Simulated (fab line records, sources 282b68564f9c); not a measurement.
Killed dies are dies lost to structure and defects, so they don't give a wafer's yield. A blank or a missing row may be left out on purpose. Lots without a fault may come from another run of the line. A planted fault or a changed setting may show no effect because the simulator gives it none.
A struck lot beside a sound one | flow rit_cmos | 21 steps out of a route of 202
Sound: wafers L604.1, L604.3, L604.5. Struck: wafers L610.2, L610.3, L610.5. The cause comes at the end.
At each step with rows: each side's tool, then ch and its chambers, then its first start. Under that, the readings that differ: sound wafers | struck wafers | difference of the means | sigmas: that difference in standard deviations of wafers without a fault.
alike: readings whose means differ by less than 2 such deviations, and words and numbers that are the same on both sides. not compared: withheld readings, readings that some wafer has no value for, bounds like >300 that may hide the same value, and numbers for which the record gives no deviation and whose values overlap.
The two part at a step that has a row with sigmas, a row that says differs or no value, or rows on one side only. Numbers that don't overlap but have no deviation are shown without sigmas and don't part them. A reading that every wafer of one side lacks parts them only if that side has two wafers or more.

first, 6 steps without rows for these wafers: RIT_NLDD_HMDS_00 (prime time 60 s); RIT_NLDD_COAT_01 (resist thk 1000 nm); RIT_NLDD_SOFTBAKE_02 (time 60 s); RIT_NLDD_EXPOSE_03 (exposes mask M7, target cd 40700 nm); RIT_NLDD_PEB_04; RIT_NLDD_DEVELOP_05 (develop time 50 s).
RIT_NLDD_OVL_MEAS_06:
  sound on overlay-02, day 2 23:37; struck on overlay-01, day 4 03:50
  alike: NLDD_OVL
then, 2 steps without rows for these wafers: RIT_NLDD_HARDBAKE_07 (time 60 s); RIT_NLDD_IMPLANT_08.
RIT_NLDD_STRIP_09: strips in O2, time 180 s.
  sound on plasma_asher-03 ch 0,1, day 2 23:57; struck on plasma_asher-02 ch 0,1, day 4 04:10
  alike: drypump_motor_current_A
  not compared: rf_hours_counter_h
RIT_NLDD_TW_MEAS_10:
  sound on film_metro-02, day 3 00:08; struck on film_metro-03, day 4 04:20
  alike: NLDD_TW
then, 1 step without rows for these wafers: RIT_PLDD_HMDS_00 (prime time 60 s).
RIT_PLDD_COAT_01: resist thk 1000 nm.
  sound on litho_track-02 ch 0, day 3 00:20; struck on litho_track-04 ch 0, day 4 04:34
  reading                                   | sound          | struck            | difference | sigmas
  model.NOVOLAK_of_PLDD_COAT_01.thk_nm (nm) | 1001 1002 1000 | 978.5 976.8 978.5 | -23.1      |
then, 4 steps without rows for these wafers: RIT_PLDD_SOFTBAKE_02 (time 60 s); RIT_PLDD_EXPOSE_03 (exposes mask M8, target cd 40900 nm); RIT_PLDD_PEB_04; RIT_PLDD_DEVELOP_05 (develop time 50 s).
RIT_PLDD_OVL_MEAS_06:
  sound on overlay-01, day 3 01:10; struck on overlay-01, day 4 05:15
  alike: PLDD_OVL
RIT_PLDD_HARDBAKE_07: time 60 s.
  sound on litho_track-02 ch 0, day 3 01:12; struck on litho_track-01 ch 0, day 4 05:18
  reading                                   | sound             | struck            | difference | sigmas
  model.NOVOLAK_of_PLDD_COAT_01.thk_nm (nm) | 884.9 885.7 884.3 | 864.9 863.5 864.9 | -20.5      |
  alike: heater_power_total_W
then, 1 step without rows for these wafers: RIT_PLDD_IMPLANT_08.
RIT_M1_PROBE_99:
  sound on prober-02, day 3 17:26; struck on prober-02, day 4 19:07
  alike: killed_at_contacts, killed_at_front_end, killed_dies, killed_open, killed_short

WHERE THEY PART
Nowhere in this record.

WHY: what the simulator had put in
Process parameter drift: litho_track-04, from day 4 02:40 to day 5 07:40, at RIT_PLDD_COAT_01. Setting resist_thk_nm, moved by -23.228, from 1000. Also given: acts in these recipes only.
